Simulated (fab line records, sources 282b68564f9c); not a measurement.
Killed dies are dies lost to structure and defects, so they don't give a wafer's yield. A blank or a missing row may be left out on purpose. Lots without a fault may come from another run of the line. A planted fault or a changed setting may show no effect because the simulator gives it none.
fab line records | flow rit_cmos
record lots=14 wafers=42 last_day=7
route steps=202 shown FOX2@24 PWELL@45 GATE@96 SPACER@130 M1@202
lots that met no fault: from a run of the same line without faults
start_h: hours from the record's first day to the start of the lot's first wafer shown | wait_h: hours since the lot's step before | " the same as in the row above | L1.1+2: a row that stands for several wafers | - no value, or no start given | * or withheld: withheld | < > ~ a bound
route shown NAME@n: a module of which the file shows steps, and the number in the route of the first | usual: mean/standard deviation of fault-free wafers | same: alike in all rows | chamber/n: place in a boat | sites: the reading at each site | _std_site: their standard deviation | _edge_site: outer sites' mean less inner sites' | radius_mm: how far each site lies from the wafer's centre | mask NAME#n: copy n | behind: the tool/chamber that last shaped the wafer | hold: why the lot was held/for how many hours/how that ended | device: the transistor (n, p or np) that didn't switch | end of line: the same wafers' tests at the end of the route | a step without rows: its recipe alone | killed: dies lost to structure and defects at the first sort, not the wafer's yield | map: a wafer's dies, x killed, . not, _ none there
set.NAME: the setting as run; set.NAME@STEP: as run at that earlier step | model.NAME: the simulator's own value behind a step, which no gauge read
steps of the route over a sample of lots; a table a step, a row a wafer
services: from which hour (start_h, from the record's first day; less than 0 if before it) a tool's chamber was out of use, for how many hours, and why
## steps
# step RIT_FOX2_THK_MEAS_01
# recipe reads=SiO2_of_FOX2_OXIDATION_00
# usual FOX2_OXIDE_THK=354/6.5
# columns lot.wafer tool chamber start_h wait_h FOX2_OXIDE_THK[nm]
L309.2 film_metro-01 - 18.46 0.0 345
L309.4 " - " " 348
L309.5 " - " " 352
L310.1 film_metro-02 - 24.50 0.0 349
L310.4 " - " " 351
L310.6 " - " " 348
L311.1 film_metro-01 - 29.68 0.0 351
L311.4 " - " " 357
L311.6 " - " " 363
L313.2 film_metro-04 - 39.88 0.0 351
L313.3 " - " " 349
L313.4 " - " " 350
L314.1 film_metro-02 - 43.43 0.0 357
L314.3 " - " " 363
L314.4 " - " " 359
L315.1 film_metro-01 - 49.01 0.0 346
L315.2 " - " " 344
L315.3 " - " " 348
L316.2 film_metro-01 - 56.11 0.0 347
L316.3 " - " " 347
L316.4 " - " " 352
L317.1 film_metro-01 - 61.11 0.0 360
L317.2 " - " " 359
L317.6 " - " " 361
L320.4 film_metro-01 - 73.46 0.0 370
L320.5 " - " " 363
L320.6 " - " " 362
L321.2 film_metro-02 - 78.37 0.0 342
L321.4 " - " " 350
L321.5 " - " " 347
L325.1 film_metro-01 - 98.57 0.0 359
L325.2 " - " " 362
L325.4 " - " " 361
L326.1 film_metro-04 - 103.43 0.0 358
L326.2 " - " " 360
L326.6 " - " " 355
L330.2 film_metro-04 - 123.44 0.0 357
L330.4 " - " " 358
L330.5 " - " " 354
L332.2 film_metro-04 - 133.39 0.0 341
L332.3 " - " " 346
L332.4 " - " " 346
# step RIT_PWELL_OVL_MEAS_06
# usual PWELL_OVL=-1.7/1.7
# columns lot.wafer tool chamber start_h wait_h PWELL_OVL[nm]
L309.2 overlay-01 - 21.84 - -0.9
L309.4 " - " " 0.9
L309.5 " - " " 0.2
L310.1 overlay-02 - 27.93 - -0.8
L310.4 " - " " -1.8
L310.6 " - " " -1.3
L311.1 overlay-01 - 33.25 - 0.4
L311.4 " - " " -1.2
L311.6 " - " " 0.1
L313.2 overlay-02 - 43.42 - 0.6
L313.3 " - " " 1.3
L313.4 " - " " -1.0
L314.1 overlay-01 - 47.04 - -2.5
L314.3 " - " " -3.8
L314.4 " - " " -2.9
L315.1 overlay-02 - 52.54 - -2.1
L315.2 " - " " -2.4
L315.3 " - " " -3.2
L316.2 overlay-01 - 59.50 - 0.1
L316.3 " - " " 1.2
L316.4 " - " " 0.2
L317.1 overlay-01 - 64.48 - -3.4
L317.2 " - " " -3.9
L317.6 " - " " -6.5
L320.4 overlay-02 - 76.83 - 0.4
L320.5 " - " " -0.6
L320.6 " - " " -0.9
L321.2 overlay-02 - 81.90 - -1.2
L321.4 " - " " -0.8
L321.5 " - " " -1.4
L325.1 overlay-02 - 102.14 - -1.9
L325.2 " - " " -1.9
L325.4 " - " " -2.0
L326.1 overlay-02 - 106.93 - -3.4
L326.2 " - " " -3.4
L326.6 " - " " -2.7
L330.2 overlay-02 - 126.89 - -0.2
L330.4 " - " " 1.4
L330.5 " - " " -1.2
L332.2 overlay-02 - 136.76 - -1.0
L332.3 " - " " -1.0
L332.4 " - " " -0.7
# step RIT_GATE_STRIP_20
# recipe chemistry=O2 time_s=180 resist=NOVOLAK platen_temp_c=withheld power_w=500 pressure_mtorr=4000 o2_flow_sccm=4000
# usual drypump_motor_current_A=5.5/0.37
# columns lot.wafer tool chamber start_h wait_h drypump_motor_current_A rf_hours_counter_h
L309.2 plasma_asher-01 0 36.72 0.1 5.6 41
L309.4 " 1 " " 5.7 -
L309.5 " 1 " " 5.6 -
L310.1 plasma_asher-02 0 44.32 0.1 6.3 33
L310.4 " 1 " " 4.9 -
L310.6 " 0 " " 6.3 -
L311.1 plasma_asher-04 0 47.14 0.1 5.2 29
L311.4 " 0 " " 5.2 -
L311.6 " 0 " " 5.2 -
L313.2 plasma_asher-01 1 57.44 0.1 5.6 43
L313.3 " 1 " " 5.6 -
L313.4 " 0 " " 5.6 -
L314.1 plasma_asher-04 0 65.17 0.1 5.3 30
L314.3 " 1 " " 5.6 -
L314.4 " 0 " " 5.2 -
L315.1 plasma_asher-04 0 68.50 0.1 5.2 31
L315.2 " 1 " " 5.6 31
L315.3 " 0 " " 5.2 -
L316.2 plasma_asher-01 1 77.43 0.1 5.7 45
L316.3 " 1 " " 5.6 -
L316.4 " 0 " " 5.6 -
L317.1 plasma_asher-01 1 79.41 0.1 5.6 45
L317.2 " 0 " " 5.6 45
L317.6 " 0 " " 5.6 -
L320.4 plasma_asher-02 1 92.08 0.1 4.9 -
L320.5 " 0 " " 6.3 -
L320.6 " 1 " " 4.8 -
L321.2 plasma_asher-04 1 96.14 0.1 5.6 34
L321.4 " 1 " " 5.6 -
L321.5 " 1 " " 5.6 -
L325.1 plasma_asher-04 1 116.43 0.1 5.6 37
L325.2 " 0 " " 5.2 37
L325.4 " 0 " " 5.2 -
L326.1 plasma_asher-04 0 121.78 0.1 5.2 37
L326.2 " 1 " " 5.6 37
L326.6 " 0 " " 5.2 -
L330.2 plasma_asher-01 1 142.41 0.1 5.6 51
L330.4 " 1 " " 5.6 -
L330.5 " 1 " " 5.6 -
L332.2 plasma_asher-04 1 153.61 0.1 5.6 41
L332.3 " 0 " " 5.2 -
L332.4 " 1 " " 5.6 -
# step RIT_SPACER_ETCHBACK_05
# recipe target_depth_a=2500 SF6_flow_sccm=30 CHF3_flow_sccm=30 target=Si3N4 chemistry=SF6/CHF3 pressure_mtorr=40 rf_w=250 time_s=240 stop_on=SiO2
# usual SF6_flow_sccm=29.99/0.085 drypump_motor_current_A=5.6/0.37 oes_product_au=0.844/0.016 rf_fwd_power_W=249.2/0.74 throttle_valve_pct=10.40/0.12
# columns lot.wafer tool chamber start_h wait_h SF6_flow_sccm drypump_motor_current_A oes_product_au rf_fwd_power_W rf_hours_counter_h throttle_valve_pct
L309.2 rie_diel-03 3 45.46 0.0 30.13 5.2 0.819 247.8 126 10.53
L309.4 " 1 " " 29.91 6.0 0.826 247.7 7 10.19
L309.5 " 2 " " 30.05 5.3 0.850 249.9 - 10.27
L310.1 rie_diel-03 1 52.92 0.1 29.93 6.0 0.814 247.7 7 10.19
L310.4 " 2 " " 29.82 5.2 0.827 248.8 10 10.27
L310.6 " 3 " " 30.11 5.2 0.806 249.0 - 10.53
L311.1 rie_diel-01 1 57.30 0.1 29.92 5.2 0.848 249.2 12 10.23
L311.4 " 2 " " 30.08 6.1 0.863 250.1 72 10.51
L311.6 " 1 " " 30.00 5.2 0.845 250.1 - 10.25
L313.2 rie_diel-04 1 67.24 0.0 30.05 6.1 0.866 249.1 136 10.48
L313.3 " 3 " " 30.05 5.4 0.849 249.7 57 10.56
L313.4 " 2 " " 30.06 5.1 0.847 248.3 108 10.49
L314.1 rie_diel-04 2 74.48 0.1 29.94 5.1 0.851 249.0 108 10.47
L314.3 " 0 " " 30.01 6.2 0.845 248.9 3 10.50
L314.4 " 1 " " 29.98 6.1 0.857 250.0 136 10.48
L315.1 rie_diel-01 1 77.20 0.1 29.96 5.2 0.841 249.6 12 10.24
L315.2 " 3 " " 30.02 5.6 0.836 248.6 31 10.29
L315.3 " 0 " " 30.18 5.6 0.838 250.3 123 10.47
L316.2 rie_diel-03 3 86.01 0.0 29.85 5.2 0.820 248.8 127 10.52
L316.3 " 2 " " 29.95 5.2 0.838 249.9 11 10.27
L316.4 " 0 " " 30.02 5.7 0.845 248.8 3 10.42
L317.1 rie_diel-01 2 87.93 0.1 30.08 6.1 0.870 248.3 73 10.52
L317.2 " 3 " " 29.91 5.6 0.841 249.9 32 10.28
L317.6 " 1 " " 29.84 5.2 0.853 248.4 - 10.23
L320.4 rie_diel-03 0 100.70 0.0 30.09 5.7 0.846 249.7 4 10.41
L320.5 " 0 " " 30.07 5.7 0.850 248.6 - 10.43
L320.6 " 1 " " 29.98 6.0 0.819 249.4 - 10.19
L321.2 rie_diel-01 3 105.17 0.0 30.01 5.6 0.844 249.5 32 10.28
L321.4 " 2 " " 29.74 6.1 0.886 248.9 73 10.52
L321.5 " 1 " " 29.99 5.2 0.860 249.2 - 10.25
L325.1 rie_diel-03 3 125.97 0.1 29.96 5.2 0.819 248.5 128 10.54
L325.2 " 0 " " 30.11 5.7 0.838 350.5 4 10.42
L325.4 " 1 " " 29.93 5.9 0.826 249.8 8 10.19
L326.1 rie_diel-04 1 133.41 0.1 29.93 6.1 0.868 249.8 137 10.49
L326.2 " 0 " " 29.95 6.2 0.844 248.2 4 10.51
L326.6 " 2 " " 29.92 5.1 0.859 249.8 - 10.47
L330.2 rie_diel-03 3 152.94 0.0 30.14 5.2 0.806 250.8 128 10.52
L330.4 " 0 " " 29.93 5.6 0.844 349.2 5 10.40
L330.5 " 3 " " 30.02 5.1 0.813 249.7 - 10.51
L332.2 rie_diel-01 0 163.28 0.0 29.89 5.6 0.846 250.4 125 10.46
L332.3 " 3 " " 30.05 5.6 0.843 249.2 33 10.30
L332.4 " 1 " " 29.99 5.2 0.837 248.1 15 10.23
# step RIT_M1_PROBE_99
# usual killed_at_M0_to_M3=0.0/0.14 killed_at_contacts=0.1/0.27 killed_at_front_end=7.2/2.9 killed_dies=7.3/2.9 killed_open=3.6/1.9 killed_short=3.8/1.9
# same gross_dies=264 killed_at_M4_up=0 killed_at_back_side=0 killed_at_other=0
# columns lot.wafer tool chamber start_h wait_h killed_at_M0_to_M3 killed_at_contacts killed_at_front_end killed_dies killed_open killed_short
L309.2 prober-02 - 59.96 0.1 0 0 3 3 1 2
L309.4 prober-02 - 60.06 0.2 0 0 7 7 4 3
L309.5 prober-02 - 60.11 0.2 0 0 8 8 5 3
L310.1 prober-01 - 65.99 0.1 0 0 5 5 2 3
L310.4 prober-01 - 66.14 0.2 0 1 8 9 5 4
L310.6 prober-01 - 66.24 0.2 0 0 6 6 2 4
L311.1 prober-01 - 68.76 0.1 0 0 9 9 5 4
L311.4 prober-01 - 68.91 0.2 0 0 8 8 3 5
L311.6 prober-01 - 69.01 0.2 0 0 10 10 5 5
L313.2 prober-01 - 78.24 0.1 0 0 8 8 5 3
L313.3 prober-01 - 78.29 0.2 0 1 14 15 8 7
L313.4 prober-01 - 78.34 0.2 0 0 6 6 3 3
L314.1 prober-02 - 85.38 0.1 0 0 5 5 3 2
L314.3 prober-02 - 85.48 0.2 0 1 5 6 4 2
L314.4 prober-02 - 85.53 0.2 0 0 3 3 1 2
L315.1 prober-01 - 88.23 0.1 0 0 9 9 5 4
L315.2 prober-01 - 88.28 0.1 0 0 6 6 2 4
L315.3 prober-01 - 88.33 0.2 0 0 5 5 3 2
L316.2 prober-02 - 96.77 0.1 1 0 6 7 4 3
L316.3 prober-02 - 96.82 0.2 0 0 11 11 6 5
L316.4 prober-02 - 96.87 0.2 0 0 13 13 7 6
L317.1 prober-01 - 100.99 0.1 0 0 9 9 3 6
L317.2 prober-01 - 101.04 0.1 0 0 1 1 1 0
L317.6 prober-01 - 101.24 0.2 0 0 4 4 2 2
L320.4 prober-02 - 112.06 0.2 0 1 9 10 5 5
L320.5 prober-02 - 112.11 0.2 0 0 7 7 3 4
L320.6 prober-02 - 112.16 0.2 0 0 7 7 4 3
L321.2 prober-01 - 116.09 0.1 0 0 8 8 2 6
L321.4 prober-01 - 116.19 0.2 0 0 3 3 1 2
L321.5 prober-01 - 116.24 0.2 0 0 4 4 3 1
L325.1 prober-01 - 137.55 0.1 0 0 7 7 3 4
L325.2 prober-01 - 137.60 0.1 0 0 7 7 1 6
L325.4 prober-01 - 137.70 0.2 0 0 9 9 2 7
L326.1 prober-02 - 144.50 0.1 0 0 10 10 6 4
L326.2 prober-02 - 144.55 0.1 0 0 2 2 1 1
L326.6 prober-02 - 144.75 0.2 0 0 6 6 2 4
L330.2 prober-02 - 166.07 0.1 0 0 7 7 5 2
L330.4 prober-02 - 166.17 0.2 0 0 9 9 5 4
L330.5 prober-02 - 166.22 0.2 0 0 7 7 4 3
L332.2 prober-02 - 174.79 0.1 0 0 6 6 3 3
L332.3 prober-02 - 174.84 0.2 0 0 12 12 5 7
L332.4 prober-02 - 174.89 0.2 0 0 7 7 4 3
# killed by level:class
L309.2 GATE:geometric_particle:short=1 GATE:geometric_particle:open=1 REOX:geometric_particle:short=1
L309.4 REOX:geometric_particle:short=2 FOX1:geometric_particle:open=1 GATE:geometric_particle:open=1 GATE:geometric_particle:short=1 REOX:geometric_particle:open=1 SILICIDE:geometric_particle:open=1
L309.5 REOX:geometric_particle:open=3 FOX1:geometric_particle:short=1 FOX2:geometric_particle:open=1 GATE:geometric_particle:open=1 GATE:geometric_particle:short=1 REOX:geometric_particle:short=1
L310.1 FOX1:geometric_particle:open=1 FOX1:geometric_particle:short=1 FOX2:geometric_particle:open=1 GATE:geometric_particle:short=1 SPACER:geometric_particle:short=1
L310.4 GATE:geometric_particle:open=2 FOX2:geometric_particle:open=1 GATE:geometric_particle:short=1 REOX:geometric_particle:short=1 SPACER:geometric_particle:short=1 SPACER:geometric_particle:open=1 SILICIDE:geometric_particle:open=1 CONTACT:geometric_particle:short=1
L310.6 GATE:geometric_particle:short=3 GATE:geometric_particle:open=2 SPACER:geometric_particle:short=1
L311.1 FOX1:geometric_particle:open=3 GATE:geometric_particle:open=2 SPACER:geometric_particle:short=2 GATE:geometric_particle:short=1 REOX:geometric_particle:short=1
L311.4 GATE:geometric_particle:short=3 FOX1:geometric_particle:open=1 GATE:geometric_particle:open=1 REOX:geometric_particle:short=1 SILICIDE:geometric_particle:open=1 SILICIDE:geometric_particle:short=1
L311.6 REOX:geometric_particle:short=3 ACTIVE:geometric_particle:short=1 FOX1:geometric_particle:open=1 GATE:geometric_particle:open=1 GATE:geometric_particle:short=1 REOX:geometric_particle:open=1 SPACER:geometric_particle:open=1 SILICIDE:geometric_particle:open=1
L313.2 REOX:geometric_particle:open=2 FOX1:geometric_particle:short=1 GATE:geometric_particle:open=1 GATE:geometric_particle:short=1 REOX:geometric_particle:short=1 SPACER:geometric_particle:open=1 SILICIDE:geometric_particle:open=1
L313.3 GATE:geometric_particle:open=3 GATE:geometric_particle:short=3 REOX:geometric_particle:short=2 REOX:geometric_particle:open=2 FOX1:geometric_particle:open=1 FOX2:geometric_particle:open=1 SPACER:geometric_particle:short=1 SPACER:geometric_particle:open=1
L313.4 REOX:geometric_particle:open=3 GATE:geometric_particle:short=2 REOX:geometric_particle:short=1
L314.1 FOX1:geometric_particle:open=1 GATE:geometric_particle:short=1 REOX:geometric_particle:short=1 REOX:geometric_particle:open=1 SPACER:geometric_particle:open=1
L314.3 SPACER:geometric_particle:open=2 FOX1:geometric_particle:open=1 GATE:geometric_particle:open=1 REOX:geometric_particle:short=1 CONTACT:geometric_particle:short=1
L314.4 FOX1:geometric_particle:short=1 REOX:geometric_particle:open=1 SPACER:geometric_particle:short=1
L315.1 GATE:geometric_particle:open=3 GATE:geometric_particle:short=3 FOX1:geometric_particle:open=1 SPACER:geometric_particle:short=1 SILICIDE:geometric_particle:open=1
L315.2 SPACER:geometric_particle:short=2 FOX1:geometric_particle:open=1 GATE:geometric_particle:short=1 SPACER:geometric_particle:open=1 SILICIDE:geometric_particle:short=1
L315.3 GATE:geometric_particle:open=2 GATE:geometric_particle:short=2 SPACER:geometric_particle:open=1
L316.2 GATE:geometric_particle:short=2 SPACER:geometric_particle:open=2 GATE:geometric_particle:open=1 REOX:geometric_particle:open=1 M1:geometric_particle:short=1
L316.3 GATE:geometric_particle:open=5 GATE:geometric_particle:short=3 FOX2:geometric_particle:open=1 REOX:geometric_particle:short=1 SILICIDE:geometric_particle:short=1
L316.4 GATE:geometric_particle:short=3 FOX1:geometric_particle:open=2 FOX1:geometric_particle:short=2 GATE:geometric_particle:open=2 FOX2:geometric_particle:open=1 REOX:geometric_particle:open=1 REOX:geometric_particle:short=1 SPACER:geometric_particle:open=1
L317.1 FOX2:geometric_particle:short=2 GATE:geometric_particle:open=2 REOX:geometric_particle:short=2 FOX2:geometric_particle:open=1 SPACER:geometric_particle:short=1 SILICIDE:geometric_particle:short=1
L317.2 FOX2:geometric_particle:open=1
L317.6 GATE:geometric_particle:open=2 SPACER:geometric_particle:short=2
L320.4 GATE:geometric_particle:short=3 REOX:geometric_particle:open=2 FOX2:geometric_particle:open=1 REOX:geometric_particle:short=1 SPACER:geometric_particle:short=1 SILICIDE:geometric_particle:open=1 CONTACT:geometric_particle:open=1
L320.5 FOX1:geometric_particle:short=2 ACTIVE:geometric_particle:open=1 GATE:geometric_particle:short=1 REOX:geometric_particle:open=1 SPACER:geometric_particle:short=1 SPACER:geometric_particle:open=1
L320.6 REOX:geometric_particle:short=2 REOX:geometric_particle:open=2 GATE:geometric_particle:open=1 GATE:geometric_particle:short=1 SPACER:geometric_particle:open=1
L321.2 GATE:geometric_particle:short=5 FOX2:geometric_particle:open=1 FOX2:geometric_particle:short=1 REOX:geometric_particle:open=1
L321.4 GATE:geometric_particle:short=1 GATE:geometric_particle:open=1 REOX:geometric_particle:short=1
L321.5 GATE:geometric_particle:open=2 FOX1:geometric_particle:open=1 SILICIDE:geometric_particle:short=1
L325.1 GATE:geometric_particle:short=2 ACTIVE:geometric_particle:short=1 GATE:geometric_particle:open=1 REOX:geometric_particle:open=1 REOX:geometric_particle:short=1 SPACER:geometric_particle:open=1
L325.2 GATE:geometric_particle:short=3 FOX1:geometric_particle:short=1 SPACER:geometric_particle:short=1 SPACER:geometric_particle:open=1 SILICIDE:geometric_particle:short=1
L325.4 GATE:geometric_particle:short=3 REOX:geometric_particle:short=2 FOX1:geometric_particle:short=1 GATE:geometric_particle:open=1 REOX:geometric_particle:open=1 SPACER:geometric_particle:short=1
L326.1 GATE:geometric_particle:short=4 GATE:geometric_particle:open=2 SILICIDE:geometric_particle:open=2 FOX1:geometric_particle:open=1 FOX2:geometric_particle:open=1
L326.2 FOX1:geometric_particle:short=1 FOX1:geometric_particle:open=1
L326.6 GATE:geometric_particle:short=2 FOX1:geometric_particle:short=1 FOX2:geometric_particle:open=1 SPACER:geometric_particle:short=1 SILICIDE:geometric_particle:open=1
L330.2 GATE:geometric_particle:open=2 FOX2:geometric_particle:open=1 GATE:geometric_particle:short=1 REOX:geometric_particle:open=1 SPACER:geometric_particle:short=1 SPACER:geometric_particle:open=1
L330.4 GATE:geometric_particle:short=3 GATE:geometric_particle:open=3 FOX1:geometric_particle:short=1 FOX1:geometric_particle:open=1 SPACER:geometric_particle:open=1
L330.5 GATE:geometric_particle:short=2 ACTIVE:geometric_particle:open=1 FOX1:geometric_particle:short=1 FOX1:geometric_particle:open=1 GATE:geometric_particle:open=1 REOX:geometric_particle:open=1
L332.2 FOX2:geometric_particle:short=2 FOX2:geometric_particle:open=1 GATE:geometric_particle:open=1 REOX:geometric_particle:short=1 SILICIDE:geometric_particle:open=1
L332.3 GATE:geometric_particle:short=3 GATE:geometric_particle:open=2 SPACER:geometric_particle:short=2 SPACER:geometric_particle:open=2 FOX1:geometric_particle:open=1 FOX1:geometric_particle:short=1 SILICIDE:geometric_particle:short=1
L332.4 GATE:geometric_particle:open=3 FOX1:geometric_particle:short=2 GATE:geometric_particle:short=1 REOX:geometric_particle:open=1
## services
# columns tool chamber start_h hours kind
rie_diel-03 1 18.28 2.7 repair
plasma_asher-01 - 27.66 2.8 pm
plasma_asher-01 - 31.34 1.6 repair
rie_diel-03 1 76.94 5.7 repair
rie_diel-01 2 77.17 2.2 repair
plasma_asher-01 - 83.32 14.6 pm
rie_diel-01 2 89.83 1.3 repair
plasma_asher-02 - 108.75 9.0 pm
plasma_asher-02 0 108.75 9.0 vent_cycle
plasma_asher-02 1 108.75 9.0 vent_cycle
rie_diel-04 3 109.86 1.9 repair
rie_diel-03 2 116.15 2.5 repair
plasma_asher-02 - 117.75 2.8 pm
plasma_asher-02 0 117.75 - clean
plasma_asher-02 1 117.75 - clean
rie_diel-03 - 120.86 4.3 pm
rie_diel-01 0 135.18 18.1 repair
rie_diel-03 3 146.38 4.0 repair
rie_diel-04 3 160.35 4.1 repair
## key
first_sign step=RIT_SPACER_ETCHBACK_05 reading=rf_fwd_power_W direction=up sigmas=99+ usual=249.2 struck=349.8
effect none on later readings
met_at RIT_SPACER_ETCHBACK_05
struck_lots L325,L330
struck_wafers L325.2,L330.4
tester_left_out L325,L330
not_acting_at RIT_FOX2_THK_MEAS_01,RIT_PWELL_OVL_MEAS_06,RIT_GATE_STRIP_20
onset_between 100.70 125.97
fault kind=process_parameter_drift tool=rie_diel-03 chamber=0 onset_h=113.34 steps=RIT_SPACER_ETCHBACK_05 channel=rf_w offset=100 shape=step end_h=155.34 acts_in=these_recipes_only stated=250
# tester_left_out: of these lots the tester's yield and bins aren't shown, on N5 and GAA mostly nor the transistor test; their killed dies are dies lost to structure and defects alone, not to doping, threshold or leakage, so they don't give the yield
